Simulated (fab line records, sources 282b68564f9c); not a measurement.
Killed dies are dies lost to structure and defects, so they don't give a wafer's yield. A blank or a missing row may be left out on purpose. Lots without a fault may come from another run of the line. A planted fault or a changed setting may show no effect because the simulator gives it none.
One fault seen from 2 desks | flow rit_cmos | each desk has only its own numbers; what lay behind them comes last

THE METROLOGY DESK
What the gauges read, lot by lot, whatever tool the lot ran on: means of the sampled wafers that have a number. A lot is out of limits, marked OUT, if its mean lies more than 4 standard deviations from the usual mean; the brackets give that distance.
Columns: A = cd_nm at RIT_M1_CD_MEAS_90, usual 2599.3 nm
lot  | first seen here | A
L493 | day 3 16:39     | 2599.2
L496 | day 4 03:51     | 2594.0
L498 | day 4 15:44     | 2596.4
L499 | day 5 01:11     | 2599.2
L500 | day 5 04:04     | 2599.3
L501 | day 5 09:07     | 2601.7
L502 | day 5 12:04     | 2597.8
L504 | day 5 20:11     | 2598.7
L507 | day 6 10:46     | 2600.0
L510 | day 7 00:54     | 2604.5
L511 | day 7 05:34     | 2596.3
L512 | day 7 10:53     | 2615.3 (+5.7) OUT
L513 | day 7 17:06     | 2599.4
L514 | day 7 20:50     | 2603.3
This desk's finding: out of limits on L512; first on L512, day 7 10:53 (cd_nm at RIT_M1_CD_MEAS_90). In limits: L493, L496, L498, L499, L500, L501, L502, L504, L507, L510, L511, L513, L514.

THE TOOL OWNER'S DESK: rie_metal-03
The tool's own readings at RIT_M1_METAL_ETCH_12 (etches Al in Cl2/BCl3, stops on SiO2, time 165 s, target depth 600 nm): means of the sampled wafers that have a number, for each lot that ran on this tool. A lot is out of limits, marked OUT, if its mean lies more than 4 standard deviations from the usual mean; the brackets give that distance.
Columns: A = drypump_motor_current_A at RIT_M1_METAL_ETCH_12, usual 6.30 A; B = oes_product_au at RIT_M1_METAL_ETCH_12, usual 0.769 a.u.; C = run_length_s at RIT_M1_METAL_ETCH_12, usual 193.4 s; D = throttle_valve_pct at RIT_M1_METAL_ETCH_12, usual 8.25 %
lot  | first seen here | A    | B                | C                      | D
L496 | day 4 03:18     | 6.07 | 0.762            | 193.5                  | 8.17
L499 | day 5 00:31     | 6.02 | 0.777            | 193.0                  | 8.21
L502 | day 5 11:34     | 6.10 | 0.768            | 193.4                  | 8.18
L510 | day 7 00:23     | 6.10 | 0.837 (+6.8) OUT | 161.8 (-34) OUT        | 8.17
L512 | day 7 10:22     | 6.20 | 0.965 (+20) OUT  | 99.8 (-99 or more) OUT | 8.08
This desk's finding: out of limits on L510, L512; first on L510, day 7 00:23 (oes_product_au at RIT_M1_METAL_ETCH_12). In limits: L496, L499, L502.

PUT TOGETHER
The tool owner's desk could have raised an alarm at day 7 00:23, on L510, L512.
The metrology desk could have raised an alarm at day 7 10:53, on L512.
The metrology desk has L510 on record, within its limits.
Of the lots named, all ran RIT_M1_METAL_ETCH_12 on rie_metal-03.

WHAT THE SIMULATOR HAD PUT IN
Process parameter drift: rie_metal-03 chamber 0, from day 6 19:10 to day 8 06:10, at RIT_M1_METAL_ETCH_12. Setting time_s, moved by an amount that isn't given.
Lots struck among those shown: L510, L512.
Hours from the fault's start to each desk's first reading out of limits: the tool owner's desk, 5; the metrology desk, 16.
